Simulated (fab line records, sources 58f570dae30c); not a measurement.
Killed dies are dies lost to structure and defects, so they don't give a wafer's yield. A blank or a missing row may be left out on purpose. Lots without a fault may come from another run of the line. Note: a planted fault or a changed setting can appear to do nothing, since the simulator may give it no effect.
Split-lot experiment ; flow berkeleyCmos170 ; 5 lots, 27 wafers read, on a route of 331 steps

== THE SPLIT ==
At UCB170_SPACER_CVD_00 (deposits SiO2 from TEOS/O2, target thk 376 nm, time 47 s), the setting timeS was moved away from the recipe's 47 s on 12 of the 27 wafers read, by -18.8% to +29.4%. All remaining wafers had this setting at the recipe value.

== FROM THE SPLIT TO THE READING: what the file shows between them, 2 steps ==
- UCB170_SPACER_THK_MEAS_01
- UCB170_SPACER_ANNEAL_02: time 1800 s

== THE READING ==
oesProductAu, in a.u., at UCB170_SPACER_ETCHBACK_03 (etches SiO2 in CHF3/CF4/Ar, stops on Si, target depth 376 nm, time 100 s). On this fab line, fault-free wafers typically give 0.897 a.u. with a standard deviation of 0.012 a.u.

wafer;tool, chamber at the split;timeS as run, s;against the recipe;oesProductAu, a.u.;against lot-mates on the recipe
L074.1;pecvd-01, 2;38.18;-18.8%;0.782;-0.098
L074.2;pecvd-01, 0;47;recipe;0.882;-
L074.3;pecvd-01, 1;47;recipe;0.877;-
L074.4;pecvd-01, 2;38.18;-18.8%;0.764;-0.116
L074.5;pecvd-01, 1;38.18;-18.8%;0.792;-0.088
L074.6;pecvd-01, 0;47;recipe;0.882;-
L075.1;pecvd-03, 0;60.81;+29.4%;0.995;+0.101
L075.2;pecvd-03, 2;47;recipe;0.898;-
L075.3;pecvd-03, 1;47;recipe;0.887;-
L075.4;pecvd-03, 0;60.81;+29.4%;0.997;+0.103
L075.5;pecvd-03, 2;47;recipe;0.897;-
L075.6;pecvd-03, 1;60.81;+29.4%;1.003;+0.109
L080.2;pecvd-01, 0;47;recipe;0.890;-
L080.3;pecvd-01, 2;47;recipe;0.883;-
L080.4;pecvd-01, 0;47;recipe;0.891;-
L082.1;pecvd-04, 2;47;recipe;0.892;-
L082.2;pecvd-04, 1;59.51;+26.6%;1.001;+0.099
L082.3;pecvd-04, 0;59.51;+26.6%;1.009;+0.107
L082.4;pecvd-04, 1;59.51;+26.6%;1.007;+0.105
L082.5;pecvd-04, 0;47;recipe;0.899;-
L082.6;pecvd-04, 2;47;recipe;0.915;-
L079.1;pecvd-01, 2;38.43;-18.2%;0.758;-0.131
L079.2;pecvd-01, 0;38.43;-18.2%;0.768;-0.121
L079.3;pecvd-01, 1;47;recipe;0.885;-
L079.4;pecvd-01, 2;38.43;-18.2%;0.785;-0.104
L079.5;pecvd-01, 1;47;recipe;0.884;-
L079.6;pecvd-01, 0;47;recipe;0.897;-

THE FIT
A straight line over all 27 wafers: oesProductAu changes by +0.00475 a.u. for each +1% of timeS; r = +0.98; the points scatter about the line by 0.017 a.u.
The same after taking each lot's own level away (the mean of its wafers on the recipe; 27 wafers): +0.00447 a.u. for each +1%; r = +0.98; scatter 0.016 a.u.
On that fit, the largest move of timeS shifts the reading by 0.13 a.u.
Measured against the standard deviation above, the lots' own levels, which go from 0.8803 to 0.9020 a.u., span 1.8 times it.
The two slopes are in agreement: the lot-to-lot level therefore moves the slope only a little.
Check: for one of the wafers moved furthest among these (+29.4%), held out of the fit, the line's prediction against its lot-mates is +0.124 a.u. Against them it came out at +0.101 a.u.

== OTHER SPLITS ON THESE WAFERS ==
These wafers also went through other splits before the reading. Each is held against what the fit with the lots' levels taken away leaves over:
other split on the same wafers;wafers away from the commonest value;r with oesProductAu (lot level and that fit taken away)
UCB170_START_OXIDATION_02 oxTimeS;18;+0.11
UCB170_PWELL_ETCH_14 targetDepthA;12;-0.13

== THE WHOLE CHAIN: every reading that the file lists as answering this split, in the file's order ==
step;what it does;reading;change (the file's fit);r (the file's)
UCB170_SPACER_CVD_00;deposits SiO2 from TEOS/O2, target thk 376 nm, time 47 s;SiO2_of_SPACER_CVD_00.thkNm (the simulator's own value, which no gauge read);+3.71 nm for each +1% of the setting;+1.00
UCB170_SPACER_THK_MEAS_01;;SPACER_TEOS_THK;+3.72 for each +1% of the setting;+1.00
UCB170_SPACER_ETCHBACK_03;etches SiO2 in CHF3/CF4/Ar, stops on Si, target depth 376 nm, time 100 s;oesProductAu;+0.00437 a.u. for each +1% of the setting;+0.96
UCB170_SPACER_ETCHBACK_03;etches SiO2 in CHF3/CF4/Ar, stops on Si, target depth 376 nm, time 100 s;etch.depthNm (the simulator's own value, which no gauge read);+2.77 nm for each +1% of the setting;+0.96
UCB170_M3_PROBE_99;;etest.pmos_0p6.rOnOhmUm (the simulator's own value, which no gauge read);not straight: 5974 at the lowest setting, 8344 at the recipe, 8850 at the highest;not given
UCB170_M3_PROBE_99;;etest.pldd.lineOhmUm (the simulator's own value, which no gauge read);not straight: 233.2 at the lowest setting, 1798 at the recipe, 2092 at the highest;not given
UCB170_M3_PROBE_99;;etest.pldd.rsOhmSq (the simulator's own value, which no gauge read);not straight: 158.8 at the lowest setting, 1097 at the recipe, 1127 at the highest;not given
UCB170_M3_PROBE_99;;etest.ppolyLine.lineOhmUm (the simulator's own value, which no gauge read);not straight: 14.83 at the lowest setting, 15.05 at the recipe, 828.3 at the highest;not given

== THE FILE'S OWN FIT ==
oesProductAu changes by +0.00437 a.u. for each +1% of timeS, r = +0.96.
